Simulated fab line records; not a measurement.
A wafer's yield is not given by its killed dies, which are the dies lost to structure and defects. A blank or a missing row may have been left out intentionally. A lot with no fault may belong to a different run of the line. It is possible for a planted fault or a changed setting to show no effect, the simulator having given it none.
What tool caused it?    flow rit cmos    15 lots with 45 wafers sampled at 2 steps, on a route of 202 steps

== WHAT THE GAUGES SHOWED, per wafer ==
RIT_ACTIVE_THK_MEAS_04. Usual: ACTIVE_NITRIDE_THK typically reads 149.7 nm, with standard deviation 1.6.
lot   measured     on             ACTIVE_NITRIDE_THK (nm)  flag
L865  day 1 13:32  film metro-03  152.6 154.2 151.8        
L867  day 1 23:33  film metro-03  151.4 151.0 150.8        
L868  day 2 04:32  film metro-01  152.4 151.5 152.0        
L870  day 2 14:32  film metro-01  149.4 148.5 148.7        
L871  day 2 19:33  film metro-01  149.1 149.2 150.2        
L872  day 3 00:32  film metro-01  148.1 147.2 148.3        
L873  day 3 06:06  film metro-02  147.8 146.2 147.6        
L874  day 3 10:32  film metro-01  150.4 151.1 149.6        
L877  day 4 06:00  film metro-02  298.2 299.7 297.4        OFF
L878  day 4 07:23  film metro-02  146.2 148.0 149.1        
L879  day 4 14:33  film metro-01  301.6 300.4 299.7        OFF
L880  day 4 19:59  film metro-02  300.5 300.0 298.4        OFF
L886  day 5 22:32  film metro-01  147.4 147.5 147.1        
L887  day 6 03:32  film metro-01  148.7 148.9 148.0        
L888  day 6 08:32  film metro-03  151.3 150.9 150.9        

== TOOL THAT RAN EACH LOT (tool first, then ch and the chambers of the sampled wafers, then the start) ==
lot   RIT_ACTIVE_CVD_03
L865  lpcvd-01 ch 1, day 1 12:07
L867  lpcvd-01 ch 1, day 1 22:07
L868  lpcvd-02 ch 0, day 2 03:07
L870  lpcvd-01 ch 1, day 2 13:07
L871  lpcvd-02 ch 0, day 2 18:07
L872  lpcvd-01 ch 1, day 2 23:07
L873  lpcvd-02 ch 1, day 3 04:40
L874  lpcvd-02 ch 0, day 3 09:07
L877  lpcvd-02 ch 1, day 4 01:23
L878  lpcvd-01 ch 0, day 4 05:58
L879  lpcvd-01 ch 1, day 4 10:07
L880  lpcvd-01 ch 0, day 4 15:34
L886  lpcvd-01 ch 0, day 5 21:07
L887  lpcvd-02 ch 1, day 6 02:07
L888  lpcvd-01 ch 1, day 6 07:07
- RIT_ACTIVE_CVD_03: deposits Si3N4 from SiH2Cl2/NH3, target thk 150 nm, time 1500 s.

== WHAT THE TOOLS THEMSELVES READ (means of the sampled wafers that have a number; where no wafer has one, the mark that the record gives instead) ==
RIT_ACTIVE_CVD_03. Usual: zone power centre pct at 39.3 %, with a standard deviation of 2.8.
lot   tool      zone power centre pct (%)  flag
L865  lpcvd-01  41.6                       
L867  lpcvd-01  41.6                       
L868  lpcvd-02  41.4                       
L870  lpcvd-01  41.3                       
L871  lpcvd-02  41.5                       
L872  lpcvd-01  41.4                       
L873  lpcvd-02  35.5                       
L874  lpcvd-02  41.7                       
L877  lpcvd-02  35.5                       
L878  lpcvd-01  36.3                       
L879  lpcvd-01  41.4                       
L880  lpcvd-01  36.1                       
L886  lpcvd-01  36.3                       
L887  lpcvd-02  35.7                       
L888  lpcvd-01  41.3                       

== THE ANSWER, worked out from the rows above alone ==
Rule: lot off if the mean of its wafers having a number is beyond 3 standard deviations from the usual mean. A lot without any number at a reading at which 4 lots or more have one is off too. All remaining lots with rows at the step are treated as sound. First the gauges in route order, then the tools' own readings, where a lot's mean is used as printed above. At the first step where some lot is off, the reading lying furthest off is the one used; lots without a number count as furthest.
Off: L877, L879, L880, seen at RIT_ACTIVE_THK_MEAS_04 (ACTIVE_NITRIDE_THK).
A tool fits if, at a process step before that reading, it ran every lot that is off, and no sound lot after the first of them. The gauges at RIT_ACTIVE_THK_MEAS_04 are tried like those tools. Not one of the candidates tried fits.

== WHAT WAS PUT IN BY THE SIMULATOR ==
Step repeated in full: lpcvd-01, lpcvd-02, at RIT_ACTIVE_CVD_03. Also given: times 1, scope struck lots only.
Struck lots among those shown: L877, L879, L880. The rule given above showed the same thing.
